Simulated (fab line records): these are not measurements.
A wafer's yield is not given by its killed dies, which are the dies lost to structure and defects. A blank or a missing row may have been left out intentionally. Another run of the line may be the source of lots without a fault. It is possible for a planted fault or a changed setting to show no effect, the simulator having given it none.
The same fault as seen by 2 desks :: flow ritCmos :: every desk sees just its own numbers, and what lay behind them comes last

== AT THE METROLOGY DESK ==
What the gauges read for every lot (on any tool): the sampled wafers with a number, averaged. Any lot whose mean is over 4 standard deviations away from the usual mean is out of limits and marked OUT; that distance is given in the brackets.
Columns: A = PSD_TW at RIT_PSD_TW_MEAS_10, usual 3430
lot: L322
first seen here: day 3 06:13
A: 3420

lot: L323
first seen here: day 3 11:50
A: 3428

lot: L325
first seen here: day 3 21:10
A: 3421

lot: L326
first seen here: day 4 04:23
A: 3428

lot: L327
first seen here: day 4 09:20
A: 3435

lot: L328
first seen here: day 4 14:45
A: 3441

lot: L331
first seen here: day 5 06:43
A: 3401

lot: L332
first seen here: day 5 09:14
A: 3424

lot: L333
first seen here: day 5 14:22
A: 3457

lot: L334
first seen here: day 5 19:05
A: 3457

lot: L335
first seen here: day 5 23:44
A: 3400

lot: L337
first seen here: day 6 11:25
A: 3425

lot: L338
first seen here: day 6 15:01
A: 3439

lot: L342
first seen here: day 7 10:25
A: 3412
This desk found nothing out of limits on any of the 14 lots.

== DESK OF THE TOOL OWNER: lithoTrack-03 ==
The tool's own readings at RIT_CONTACT_SOFTBAKE_04 (time 60 s): means of the sampled wafers that have a number, for each lot that ran on this tool. Any lot whose mean is over 4 standard deviations away from the usual mean is out of limits and marked OUT; that distance is given in the brackets.
Columns: A = heaterPowerTotalW at RIT_CONTACT_SOFTBAKE_04, usual 34.56 W; B = runLengthS at RIT_CONTACT_SOFTBAKE_04, usual 89.00 s
lot: L322
first seen here: day 3 08:08
A: 34.53
B: 88.74

lot: L323
first seen here: day 3 13:45
A: 34.56
B: 88.80

lot: L327
first seen here: day 4 11:16
A: 34.61
B: 88.91

lot: L334
first seen here: day 5 20:59
A: 34.54
B: 88.74

lot: L335
first seen here: day 6 01:40
A: 34.59
B: 88.71

lot: L338
first seen here: day 6 16:56
A: 35.74 (+24) OUT
B: 82.15 (-30) OUT

lot: L342
first seen here: day 7 12:19
A: 35.76 (+25) OUT
B: 82.19 (-30) OUT
This desk's verdict: out of limits on L338, L342, starting with L338 at day 6 16:56 (heaterPowerTotalW at RIT_CONTACT_SOFTBAKE_04). In limits: L322, L323, L327, L334, L335.

== PUT TOGETHER ==
The tool owner's desk could have raised an alarm at day 6 16:56, on L338, L342.
Metrology desk: nothing out of limits seen.
The metrology desk holds a record of L338, L342, inside its limits.
All the named lots went through RIT_CONTACT_SOFTBAKE_04 on lithoTrack-03.

== WHAT THE SIMULATOR PUT IN ==
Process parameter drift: lithoTrack-03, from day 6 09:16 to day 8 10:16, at RIT_CONTACT_SOFTBAKE_04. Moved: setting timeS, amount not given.
Shown lots that were struck: L338, L342.
Hours from the fault's start to each desk's first reading out of limits: the tool owner's desk, 8.
